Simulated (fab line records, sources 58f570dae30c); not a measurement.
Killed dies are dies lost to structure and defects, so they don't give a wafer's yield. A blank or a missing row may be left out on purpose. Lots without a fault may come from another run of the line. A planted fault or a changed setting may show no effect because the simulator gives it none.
One fault seen from 2 desks | flow berkeley_cmos170 | each desk has only its own numbers; what lay behind them comes last

THE METROLOGY DESK
What the gauges read, lot by lot, whatever tool the lot ran on: means of the sampled wafers that have a number. A lot is out of limits, marked OUT, if its mean lies more than 4 standard deviations from the usual mean; the brackets give that distance.
Columns: A = GATE_POLY_THK at UCB170_GATE_THK_MEAS_05, usual 214.1 nm; B = PSD_TW at UCB170_PSD_TW_MEAS_10, usual 2318; C = NSD_OVL at UCB170_NSD_OVL_MEAS_07, usual 2 nm; D = NLDD_RS at UCB170_SDANNEAL_RS_MEAS_05, usual 616.0 ohm/sq
lot  | first seen here | A     | B    | C  | D
L922 | day 7 09:45     | 214.1 | 2324 | 4  | 615.8
L925 | day 7 09:45     | 216.1 | 2319 | 2  | 616.8
L926 | day 8 01:53     | 213.8 | 2315 | 1  | 615.7
L927 | day 8 16:42     | 216.3 | 2308 | 5  | 617.8
L929 | day 8 16:46     | 216.1 | 2316 | 1  | 614.8
L930 | day 9 06:14     | 214.5 | 2305 | 1  | 614.6
L934 | day 9 06:14     | 212.2 | 2320 | -4 | 616.1
L931 | day 9 06:14     | 212.0 | 2311 | 9  | 615.9
L932 | day 9 06:17     | 216.4 | 2311 | -3 | 617.8
L935 | day 9 17:44     | 212.0 | 2321 | 1  | 633.2 (+13) OUT
L933 | day 9 17:45     | 210.1 | 2326 | -3 | 616.2
L936 | day 9 17:48     | 216.8 | 2330 | 3  | 631.7 (+12) OUT
L941 | day 11 06:14    | 215.6 | 2301 | 12 | 615.0
L944 | day 12 00:04    | 214.4 | 2308 | -2 | 616.3
This desk's finding: out of limits on L935, L936; first on L936, day 10 10:54 (NLDD_RS at UCB170_SDANNEAL_RS_MEAS_05). In limits: L922, L925, L926, L927, L929, L930, L934, L931, L932, L933, L941, L944.

THE TOOL OWNER'S DESK: implanter-03
The tool's own readings at UCB170_NLDD_IMPLANT_08: means of the sampled wafers that have a number, for each lot that ran on this tool. A lot is out of limits, marked OUT, if its mean lies more than 4 standard deviations from the usual mean; the brackets give that distance.
Columns: A = dose_ions_cm2 at UCB170_NLDD_IMPLANT_08, usual 5.001e+13; B = faraday_current_uA at UCB170_NLDD_IMPLANT_08, usual 159
lot  | first seen here | A                   | B
L929 | day 8 21:58     | 5.007e+13           | 156
L931 | day 9 12:21     | 4.997e+13           | 157
L935 | day 10 00:07    | 4.614e+13 (-70) OUT | 147
L936 | day 10 00:52    | 4.622e+13 (-69) OUT | 147
This desk's finding: out of limits on L935, L936; first on L935, day 10 00:07 (dose_ions_cm2 at UCB170_NLDD_IMPLANT_08). In limits: L929, L931.

PUT TOGETHER
The tool owner's desk could have raised an alarm at day 10 00:07, on L935, L936.
The metrology desk could have raised an alarm at day 10 10:54, on L935, L936.
Of the lots named, all ran UCB170_NLDD_IMPLANT_08 on implanter-03.

WHAT THE SIMULATOR HAD PUT IN
Process parameter drift: implanter-03, from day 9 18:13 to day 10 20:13, at UCB170_NLDD_IMPLANT_08. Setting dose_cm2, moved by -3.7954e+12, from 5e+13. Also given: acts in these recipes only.
Lots struck among those shown: L935, L936.
Hours from the fault's start to each desk's first reading out of limits: the tool owner's desk, 6; the metrology desk, 17.
